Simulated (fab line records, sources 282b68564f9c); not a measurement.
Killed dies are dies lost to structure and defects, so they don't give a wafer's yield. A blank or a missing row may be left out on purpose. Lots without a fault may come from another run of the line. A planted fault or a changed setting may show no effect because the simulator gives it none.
Problem report in the 8D (eight disciplines) form, filled by code | flow rit_cmos | the parts of the form that need people (team, actions taken, sign-off) are left out

1. THE PROBLEM
SILICIDE_TI_RS at RIT_SILICIDE_RS_MEAS_02 reads a mean of 169.5 ohm/sq on 1 wafer of 1 lot; wafers without a fault read 49.7 ohm/sq with a standard deviation of 0.63. That is +99 or more standard deviations from the usual mean.
The step: measures by four-point-probe.
First seen on wafer L388.2, day 4 17:04, on film_metro-02. The record holds 39 wafers of 13 lots with a number at this step. Rule for "out", or "out of limits": more than 4 standard deviations from the usual mean. The other wafers with a number count as sound.

2. WHAT IT IS AND WHAT IT IS NOT
question                    | is               | is not
which readings at this step | SILICIDE_TI_RS   | -
which lots                  | L388             | L381, L382, L384, L385, L387, L398, L399, L400, L401, L402, L403, L404
which wafers of those lots  | L388.2           | L388.1, L388.3
read on which gauges        | film_metro-02    | film_metro-03, film_metro-04
when                        | from day 4 17:04 | up to then (17 sound wafers); but 21 sound wafers of L398, L399, L400, L401, L402, L403, L404 came after

3. SUSPECTS, AND WHAT RULES EACH OUT
Counting: a tool at a process step up to the reading stays a suspect if it ran every lot that is out. Sound lots after the first of them don't rule it out here, since some wafers of a struck lot are sound.
- the gauge at RIT_SILICIDE_RS_MEAS_02: kept. All the wafers that are out were read on film_metro-02, and no step on other tools shows them out.
- plasma_asher-01 at RIT_NWELL_STRIP_09 (strips in O2, time 180 s): kept. It ran the lot that is out, L388 (day 3 09:22); its last sound lot up to then is L382 (day 2 03:22).
- pvd_sputter-03 at RIT_SILICIDE_SPUTTER_01 (material Ti, target thk 30 nm, time 240 s): kept. It ran the lot that is out, L388 (day 4 16:55); its last sound lot up to then is L384 (day 3 21:16).
- Within plasma_asher-01 at RIT_NWELL_STRIP_09: the wafers that are out ran in chamber 1; their sound lot-mates ran in chamber 0.
Left after counting: plasma_asher-01 at RIT_NWELL_STRIP_09, pvd_sputter-03 at RIT_SILICIDE_SPUTTER_01, film_metro-02 at RIT_SILICIDE_RS_MEAS_02.

4. THE CAUSE (what the simulator had put in)
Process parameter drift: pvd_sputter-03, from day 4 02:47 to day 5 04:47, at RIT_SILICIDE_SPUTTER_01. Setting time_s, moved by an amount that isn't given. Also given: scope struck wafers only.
Counting left 3 suspects, and this tool is among them.

5. THE CHAIN OF EFFECTS, in route order
Each row: a reading whose mean over the struck wafers that have a number lies more than 3 standard deviations from the usual. Only readings for which the record gives a usual standard deviation are gone through. hours: the time from each lot's start at the first step in this table that gives one to its start at this step, as a median over the lots. sigmas: the change in usual standard deviations.
hours | step                     | reading         | usual       | on struck wafers | change | sigmas
0     | RIT_SILICIDE_RS_MEAS_02  | SILICIDE_TI_RS  | 49.7 ohm/sq | 169.5            | +119.8 | +99 or more
0     | RIT_SILICIDE_THK_MEAS_03 | SILICIDE_TI_THK | 29.2 nm     | 11.3             | -17.9  | -60

6. WHAT WOULD HAVE CAUGHT IT SOONER
In this record the first reading out of limits at a measuring or inspecting step was taken at day 4 17:04, 14 hours after the fault began at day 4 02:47.
Of the tool readings at RIT_SILICIDE_SPUTTER_01 for which the record gives a usual standard deviation, none was out on any struck wafer, so an alarm limit of 4 standard deviations on them would not have fired.
All the lots that are out (1) had begun RIT_SILICIDE_SPUTTER_01 on pvd_sputter-03 by day 4 17:04. A hold on the tool at that time would have spared none of them.
